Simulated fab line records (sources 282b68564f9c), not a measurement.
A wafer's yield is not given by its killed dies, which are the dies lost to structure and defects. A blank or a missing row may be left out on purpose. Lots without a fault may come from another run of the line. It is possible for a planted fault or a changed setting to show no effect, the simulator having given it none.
Split-lot experiment || flow rit_cmos || on a route of 202 steps: 5 lots, 23 wafers read

THE SPLIT
At RIT_NSD_IMPLANT_08, the setting energy_kev was moved away from the recipe's 25 on 7 of the 23 wafers read, by -6.0% to -2.2%. This setting was run at the recipe's value on the other wafers.

The split's own step is where the reading is taken.

THE READING
The simulator's own value implant.drp_nm, read by no gauge, in nm at RIT_NSD_IMPLANT_08. The file does not state a usual value for it.

{"wafer": "L074.2", "tool, chamber at the split": "implanter-01, 0", "energy_kev as run": 25, "against the recipe": "recipe", "implant.drp_nm, nm": 14.84, "against lot-mates on the recipe": "-"}
{"wafer": "L074.4", "tool, chamber at the split": "implanter-01, 0", "energy_kev as run": 25, "against the recipe": "recipe", "implant.drp_nm, nm": 14.84, "against lot-mates on the recipe": "-"}
{"wafer": "L074.6", "tool, chamber at the split": "implanter-01, 0", "energy_kev as run": 25, "against the recipe": "recipe", "implant.drp_nm, nm": 14.84, "against lot-mates on the recipe": "-"}
{"wafer": "L078.2", "tool, chamber at the split": "implanter-02, 0", "energy_kev as run": 23.87, "against the recipe": "-4.5%", "implant.drp_nm, nm": 14.43, "against lot-mates on the recipe": -0.41}
{"wafer": "L078.3", "tool, chamber at the split": "implanter-02, 0", "energy_kev as run": 23.87, "against the recipe": "-4.5%", "implant.drp_nm, nm": 14.43, "against lot-mates on the recipe": -0.41}
{"wafer": "L078.4", "tool, chamber at the split": "implanter-02, 0", "energy_kev as run": 23.87, "against the recipe": "-4.5%", "implant.drp_nm, nm": 14.43, "against lot-mates on the recipe": -0.41}
{"wafer": "L078.5", "tool, chamber at the split": "implanter-02, 0", "energy_kev as run": 25, "against the recipe": "recipe", "implant.drp_nm, nm": 14.84, "against lot-mates on the recipe": "-"}
{"wafer": "L078.6", "tool, chamber at the split": "implanter-02, 0", "energy_kev as run": 25, "against the recipe": "recipe", "implant.drp_nm, nm": 14.84, "against lot-mates on the recipe": "-"}
{"wafer": "L079.1", "tool, chamber at the split": "implanter-02, 0", "energy_kev as run": 25, "against the recipe": "recipe", "implant.drp_nm, nm": 14.84, "against lot-mates on the recipe": "-"}
{"wafer": "L079.2", "tool, chamber at the split": "implanter-02, 0", "energy_kev as run": 25, "against the recipe": "recipe", "implant.drp_nm, nm": 14.84, "against lot-mates on the recipe": "-"}
{"wafer": "L079.3", "tool, chamber at the split": "implanter-02, 0", "energy_kev as run": 25, "against the recipe": "recipe", "implant.drp_nm, nm": 14.84, "against lot-mates on the recipe": "-"}
{"wafer": "L079.4", "tool, chamber at the split": "implanter-02, 0", "energy_kev as run": 25, "against the recipe": "recipe", "implant.drp_nm, nm": 14.84, "against lot-mates on the recipe": "-"}
{"wafer": "L079.5", "tool, chamber at the split": "implanter-02, 0", "energy_kev as run": 25, "against the recipe": "recipe", "implant.drp_nm, nm": 14.84, "against lot-mates on the recipe": "-"}
{"wafer": "L080.1", "tool, chamber at the split": "implanter-04, 0", "energy_kev as run": 24.46, "against the recipe": "-2.2%", "implant.drp_nm, nm": 14.64, "against lot-mates on the recipe": -0.20}
{"wafer": "L080.6", "tool, chamber at the split": "implanter-04, 0", "energy_kev as run": 24.46, "against the recipe": "-2.2%", "implant.drp_nm, nm": 14.64, "against lot-mates on the recipe": -0.20}
{"wafer": "L080.2", "tool, chamber at the split": "implanter-04, 0", "energy_kev as run": 25, "against the recipe": "recipe", "implant.drp_nm, nm": 14.84, "against lot-mates on the recipe": "-"}
{"wafer": "L080.3", "tool, chamber at the split": "implanter-04, 0", "energy_kev as run": 25, "against the recipe": "recipe", "implant.drp_nm, nm": 14.84, "against lot-mates on the recipe": "-"}
{"wafer": "L080.5", "tool, chamber at the split": "implanter-04, 0", "energy_kev as run": 25, "against the recipe": "recipe", "implant.drp_nm, nm": 14.84, "against lot-mates on the recipe": "-"}
{"wafer": "L081.2", "tool, chamber at the split": "implanter-01, 0", "energy_kev as run": 25, "against the recipe": "recipe", "implant.drp_nm, nm": 14.84, "against lot-mates on the recipe": "-"}
{"wafer": "L081.4", "tool, chamber at the split": "implanter-01, 0", "energy_kev as run": 25, "against the recipe": "recipe", "implant.drp_nm, nm": 14.84, "against lot-mates on the recipe": "-"}
{"wafer": "L081.6", "tool, chamber at the split": "implanter-01, 0", "energy_kev as run": 25, "against the recipe": "recipe", "implant.drp_nm, nm": 14.84, "against lot-mates on the recipe": "-"}
{"wafer": "L081.3", "tool, chamber at the split": "implanter-01, 0", "energy_kev as run": 23.51, "against the recipe": "-6.0%", "implant.drp_nm, nm": 14.3, "against lot-mates on the recipe": -0.54}
{"wafer": "L081.5", "tool, chamber at the split": "implanter-01, 0", "energy_kev as run": 23.51, "against the recipe": "-6.0%", "implant.drp_nm, nm": 14.3, "against lot-mates on the recipe": -0.54}

FIT RESULTS
A straight line over all 23 wafers: implant.drp_nm changes by +0.0907 nm for each +1% of energy_kev; r = +1.00; the points scatter about the line by 0.0012 nm.
The same after taking each lot's own level away (the mean of its wafers on the recipe; 23 wafers): +0.0907 nm for each +1%; r = +1.00; scatter 0.0012 nm.
According to that fit, moving energy_kev by its largest amount changes the reading by 0.54 nm.
The lots' own levels span 14.840 to 14.840 nm.
Hence the lot-to-lot level has little effect on the slope; both slopes agree.
Check: with one of the wafers moved furthest among these (-6.0%) left out of the fit, the line predicts -0.541 nm for it against its lot-mates. It came out at -0.54 nm against them.

FURTHER SPLITS ON THESE WAFERS
Note: prior to the reading, these wafers also went through further splits. Each is held against what the fit with the lots' levels taken away leaves over:
{"other split on the same wafers": "RIT_GATE_EXPOSE_13 dose_mj", "wafers away from the commonest value": 4, "r with implant.drp_nm (lot level and that fit taken away)": -0.11}
{"other split on the same wafers": "RIT_NLDD_COAT_01 resist_thk_nm", "wafers away from the commonest value": 11, "r with implant.drp_nm (lot level and that fit taken away)": -0.02}
{"other split on the same wafers": "RIT_NLDD_IMPLANT_08 dose_cm2", "wafers away from the commonest value": 10, "r with implant.drp_nm (lot level and that fit taken away)": -0.22}
{"other split on the same wafers": "RIT_PLDD_COAT_01 spin_rpm", "wafers away from the commonest value": 5, "r with implant.drp_nm (lot level and that fit taken away)": -0.33}
{"other split on the same wafers": "RIT_SPACER_CVD_03 pressure_mtorr", "wafers away from the commonest value": 10, "r with implant.drp_nm (lot level and that fit taken away)": -0.49}

THE WHOLE CHAIN: every reading that the file lists as answering this split, in the file's order
{"step": "RIT_NSD_IMPLANT_08", "what it does": "", "reading": "implant.rp_nm (the simulator's own value, which no gauge read)", "change (the file's fit)": "+0.221 nm for each +1% of the setting", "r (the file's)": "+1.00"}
{"step": "RIT_NSD_IMPLANT_08", "what it does": "", "reading": "implant.drp_nm (the simulator's own value, which no gauge read)", "change (the file's fit)": "+0.0904 nm for each +1% of the setting", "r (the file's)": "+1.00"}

THE FILE'S OWN FIT
implant.drp_nm changes by +0.0904 nm for each +1% of energy_kev, r = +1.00.
